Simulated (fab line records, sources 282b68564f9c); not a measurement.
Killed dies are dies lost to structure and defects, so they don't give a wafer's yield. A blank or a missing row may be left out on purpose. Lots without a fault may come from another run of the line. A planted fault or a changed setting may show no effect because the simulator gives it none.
fab line records | flow rit_cmos
record lots=14 wafers=42 last_day=8
route steps=202 shown CONTACT@171 M1@202
lots that met no fault: from a run of the same line without faults
start_h: hours from the record's first day to the start of the lot's first wafer shown | wait_h: hours since the lot's step before | " the same as in the row above | L1.1+2: a row that stands for several wafers | - no value, or no start given | * or withheld: withheld | < > ~ a bound
route shown NAME@n: a module of which the file shows steps, and the number in the route of the first | usual: mean/standard deviation of fault-free wafers | same: alike in all rows | chamber/n: place in a boat | sites: the reading at each site | _std_site: their standard deviation | _edge_site: outer sites' mean less inner sites' | radius_mm: how far each site lies from the wafer's centre | mask NAME#n: copy n | behind: the tool/chamber that last shaped the wafer | hold: why the lot was held/for how many hours/how that ended | device: the transistor (n, p or np) that didn't switch | end of line: the same wafers' tests at the end of the route | a step without rows: its recipe alone | killed: dies lost to structure and defects at the first sort, not the wafer's yield | map: a wafer's dies, x killed, . not, _ none there
set.NAME: the setting as run; set.NAME@STEP: as run at that earlier step | model.NAME: the simulator's own value behind a step, which no gauge read
steps of the route over a sample of lots; a table a step, a row a wafer
## steps
# step RIT_CONTACT_COAT_03
# recipe resist=NOVOLAK spin_rpm=3250 resist_thk_nm=1000
# usual chill_plate_temp_C=22.99/0.11 spin_speed_rpm=3249.5/2
# columns lot.wafer tool chamber start_h wait_h chill_plate_temp_C spin_speed_rpm
L734.3 litho_track-01 0 49.97 0.1 22.98 3251.7
L734.4 " 0 " " 23.01 3248.8
L734.6 " 0 " " 23.07 3252.3
L735.1 litho_track-02 0 55.43 0.1 23.10 3254.0
L735.3 " 0 " " 22.90 3251.5
L735.6 " 0 " " 22.92 3252.1
L738.1 litho_track-04 0 74.44 0.1 23.11 3246.6
L738.4 " 0 " " 22.88 3249.1
L738.6 " 0 " " 23.02 3248.6
L741.1 litho_track-02 0 87.14 0.1 23.03 3251.8
L741.3 " 0 " " 23.18 3248.5
L741.4 " 0 " " 23.09 3248.4
L743.2 litho_track-04 0 97.57 0.1 23.00 3492.6
L743.4 " 0 " " 22.99 3492.5
L743.6 " 0 " " 22.98 3493.4
L746.3 litho_track-02 0 113.83 0.1 22.87 3248.4
L746.4 " 0 " " 22.79 3247.7
L746.5 " 0 " " 22.79 3248.6
L748.1 litho_track-04 0 121.70 0.1 23.08 3492.3
L748.2 " 0 " " 23.04 3495.3
L748.5 " 0 " " 22.95 3491.5
L749.3 litho_track-02 0 129.36 0.1 23.06 3251.2
L749.4 " 0 " " 23.12 3247.9
L749.5 " 0 " " 22.85 3248.1
L750.3 litho_track-01 0 135.93 0.1 22.99 3250.4
L750.4 " 0 " " 23.28 3250.6
L750.5 " 0 " " 23.08 3251.5
L751.2 litho_track-02 0 140.63 0.1 23.08 3250.6
L751.4 " 0 " " 22.92 3252.6
L751.6 " 0 " " 23.16 3252.2
L752.3 litho_track-02 0 145.99 0.1 22.83 3248.1
L752.5 " 0 " " 22.87 3248.6
L752.6 " 0 " " 22.95 3247.1
L753.1 litho_track-02 0 152.57 0.1 23.02 3250.5
L753.4 " 0 " " 23.11 3251.8
L753.6 " 0 " " 23.11 3249.8
L756.2 litho_track-01 0 172.57 0.1 22.96 3248.3
L756.3 " 0 " " 22.95 3246.4
L756.6 " 0 " " 23.06 3250.8
L757.3 litho_track-01 0 178.13 0.1 22.99 3250.4
L757.4 " 0 " " 22.96 3247.5
L757.6 " 0 " " 22.95 3248.7
# step RIT_M1_PROBE_99
# usual killed_at_M0_to_M3=0.0/0.083 killed_at_contacts=0.1/0.31 killed_at_front_end=6.3/3 killed_dies=6.4/3 killed_open=3/1.9 killed_short=3.4/1.9
# same gross_dies=264 killed_at_M4_up=0 killed_at_back_side=0 killed_at_other=0
# columns lot.wafer tool chamber start_h wait_h killed_at_M0_to_M3 killed_at_contacts killed_at_front_end killed_dies killed_open killed_short
L734.3 prober-01 - 56.61 0.2 0 0 6 6 4 2
L734.4 prober-01 - 56.66 0.2 0 0 9 9 4 5
L734.6 prober-01 - 56.76 0.2 0 1 4 5 4 1
L735.1 prober-02 - 61.52 0.1 0 1 8 9 3 6
L735.3 prober-02 - 61.62 0.2 0 0 15 15 7 8
L735.6 prober-02 - 61.77 0.2 0 0 5 5 1 4
L746.3 prober-01 - 120.03 0.2 0 0 11 11 7 4
L746.4 prober-01 - 120.08 0.2 0 1 8 9 3 6
L746.5 prober-01 - 120.13 0.2 0 0 9 9 6 2
L749.3 prober-02 - 135.63 0.2 0 0 4 4 3 1
L749.4 prober-02 - 135.68 0.2 0 0 3 3 1 2
L749.5 prober-02 - 135.73 0.2 0 0 10 10 2 8
L752.3 prober-01 - 152.73 0.2 0 1 5 6 3 3
L752.5 prober-01 - 152.83 0.2 0 0 2 2 0 2
L752.6 prober-01 - 152.88 0.2 0 0 11 11 4 7
L753.1 prober-02 - 159.59 0.1 0 0 5 5 1 4
L753.4 prober-02 - 159.74 0.2 0 0 2 2 1 1
L753.6 prober-02 - 159.84 0.2 0 0 7 7 3 4
# killed by level:class
L734.3 GATE:geometric_particle:open=2 FOX1:geometric_particle:short=1 FOX1:geometric_particle:open=1 GATE:geometric_particle:short=1 SILICIDE:geometric_particle:open=1
L734.4 GATE:geometric_particle:short=4 GATE:geometric_particle:open=2 FOX1:geometric_particle:short=1 FOX1:geometric_particle:open=1 REOX:geometric_particle:open=1
L734.6 GATE:geometric_particle:open=2 FOX2:geometric_particle:open=1 GATE:geometric_particle:short=1 CONTACT:geometric_particle:open=1
L735.1 FOX1:geometric_particle:short=2 REOX:geometric_particle:open=2 REOX:geometric_particle:short=2 GATE:geometric_particle:open=1 SPACER:geometric_particle:short=1 CONTACT:geometric_particle:short=1
L735.3 REOX:geometric_particle:open=3 REOX:geometric_particle:short=3 FOX1:geometric_particle:short=2 GATE:geometric_particle:short=2 GATE:geometric_particle:open=2 FOX1:geometric_particle:open=1 SPACER:geometric_particle:open=1 SILICIDE:geometric_particle:short=1
L735.6 SPACER:geometric_particle:short=2 FOX1:geometric_particle:open=1 GATE:geometric_particle:short=1 REOX:geometric_particle:short=1
L746.3 GATE:geometric_particle:open=4 REOX:geometric_particle:open=2 SPACER:geometric_particle:short=2 FOX1:geometric_particle:short=1 FOX2:geometric_particle:open=1 SILICIDE:geometric_particle:short=1
L746.4 GATE:geometric_particle:short=3 REOX:geometric_particle:open=2 FOX1:geometric_particle:short=1 GATE:geometric_particle:open=1 REOX:geometric_particle:short=1 CONTACT:geometric_particle:short=1
L746.5 GATE:geometric_particle:open=2 SPACER:geometric_particle:open=2 FOX1:geometric_particle:short=1 FOX1:geometric_particle:open=1 REOX:geometric_particle:short=1 REOX:geometric_particle:open=1 PWELL:coat_microbubble_printed=1
L749.3 GATE:geometric_particle:open=1 GATE:geometric_particle:short=1 REOX:geometric_particle:open=1 SILICIDE:geometric_particle:open=1
L749.4 GATE:geometric_particle:short=1 REOX:geometric_particle:short=1 SPACER:geometric_particle:open=1
L749.5 GATE:geometric_particle:short=4 SPACER:geometric_particle:short=3 GATE:geometric_particle:open=2 ACTIVE:geometric_particle:short=1
L752.3 GATE:geometric_particle:open=2 GATE:geometric_particle:short=1 REOX:geometric_particle:open=1 SILICIDE:geometric_particle:short=1 CONTACT:geometric_particle:short=1
L752.5 REOX:geometric_particle:short=1 SPACER:geometric_particle:short=1
L752.6 GATE:geometric_particle:short=5 GATE:geometric_particle:open=2 SILICIDE:geometric_particle:short=2 REOX:geometric_particle:open=1 SILICIDE:geometric_particle:open=1
L753.1 GATE:geometric_particle:short=2 SPACER:geometric_particle:short=1 SPACER:geometric_particle:open=1 SILICIDE:geometric_particle:short=1
L753.4 SPACER:geometric_particle:open=1 SPACER:geometric_particle:short=1
L753.6 GATE:geometric_particle:short=3 FOX2:geometric_particle:open=1 FOX2:geometric_particle:short=1 GATE:geometric_particle:open=1 SPACER:geometric_particle:open=1
## key
first_sign step=RIT_CONTACT_COAT_03 reading=spin_speed_rpm direction=up sigmas=99+ usual=3249.5 struck=3492.9
effect none on later readings
met_at RIT_CONTACT_COAT_03
struck_lots L743,L748
tester_left_out L743,L748
onset_between 74.44 97.57
fault kind=process_parameter_drift tool=litho_track-04 chamber=- onset_h=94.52 steps=RIT_CONTACT_COAT_03 channel=spin_rpm offset=244.1 shape=step end_h=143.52 acts_in=these_recipes_only stated=3250
# tester_left_out: of these lots the tester's yield and bins aren't shown, on N5 and GAA mostly nor the transistor test; their killed dies are dies lost to structure and defects alone, not to doping, threshold or leakage, so they don't give the yield
